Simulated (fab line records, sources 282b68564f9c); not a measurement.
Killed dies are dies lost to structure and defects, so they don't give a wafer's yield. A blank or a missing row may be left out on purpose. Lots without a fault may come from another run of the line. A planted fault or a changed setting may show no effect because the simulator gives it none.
Problem report in the 8D (eight disciplines) form, filled by code | flow rit_cmos | the parts of the form that need people (team, actions taken, sign-off) are left out

1. THE PROBLEM
GATE_POLY_THK at RIT_GATE_THK_MEAS_09 reads a mean of 283.6 nm on 6 wafers of 2 lots; wafers without a fault read 250.9 nm with a standard deviation of 2.1. That is +16 standard deviations from the usual mean.
First seen on wafer L410.1, day 4 09:40, on film_metro-03. The record holds 39 wafers of 13 lots with a number at this step. Rule for "out", or "out of limits": more than 4 standard deviations from the usual mean. The other wafers with a number count as sound.

2. WHAT IT IS AND WHAT IT IS NOT
question                    | is                           | is not
which readings at this step | GATE_POLY_THK                | -
which lots                  | L410, L411                   | L401, L402, L403, L404, L408, L415, L416, L417, L419, L423, L424
which wafers of those lots  | all that have a number       | -
read on which gauges        | film_metro-02, film_metro-03 | film_metro-01
when                        | from day 4 09:40             | up to then (15 sound wafers); but 18 sound wafers of L415, L416, L417, L419, L423, L424 came after

3. SUSPECTS, AND WHAT RULES EACH OUT
Counting: a tool at a process step up to the reading stays a suspect if it ran every lot that is out and no sound lot after the first of them.
- the gauge at RIT_GATE_THK_MEAS_09: ruled out. The wafers that are out were read on 2 gauges (film_metro-02, film_metro-03).
- lpcvd-02 at RIT_GATE_CVD_08 (deposits poly-Si from SiH4, target thk 250 nm, time 2220 s): ruled out as a lasting fault. Sound lots L415, L416 ran on it after its first lot that is out, L410 (day 4 08:03).
Left after counting: nothing in the record.

4. THE CAUSE (what the simulator had put in)
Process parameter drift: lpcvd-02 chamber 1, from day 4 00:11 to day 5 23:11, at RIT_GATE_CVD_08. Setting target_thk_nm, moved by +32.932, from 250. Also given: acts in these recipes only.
Counting ruled it out, wrongly: the rule takes a fault to strike every lot that its tool runs from its start on, and this one did not.

5. THE CHAIN OF EFFECTS, in route order
Each row: a reading whose mean over the struck wafers that have a number lies more than 3 standard deviations from the usual. Only readings for which the record gives a usual standard deviation are gone through. hours: the time from each lot's start at the first step in this table that gives one to its start at this step, as a median over the lots. sigmas: the change in usual standard deviations.
hours | step                 | reading        | usual      | on struck wafers | change | sigmas
0     | RIT_GATE_THK_MEAS_09 | GATE_POLY_THK  | 250.9 nm   | 283.6            | +32.7  | +16
2     | RIT_GATE_ETCH_19     | oes_product_au | 0.852 a.u. | 0.935            | +0.084 | +8.5
The process steps in it:
- RIT_GATE_ETCH_19: etches poly-Si in SF6/CHF3/O2, stops on SiO2, time 165 s, target depth 312.5 nm.
Later measuring or inspecting steps at which every struck wafer that the step has a row for has a number for every such reading, and none has moved that far: RIT_M1_OVL_MEAS_10.

6. WHAT WOULD HAVE CAUGHT IT SOONER
In this record the first reading out of limits at a measuring or inspecting step was taken at day 4 09:40, 9 hours after the fault began at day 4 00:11.
Of the tool readings at RIT_GATE_CVD_08 for which the record gives a usual standard deviation, none was out on any struck wafer, so an alarm limit of 4 standard deviations on them would not have fired.
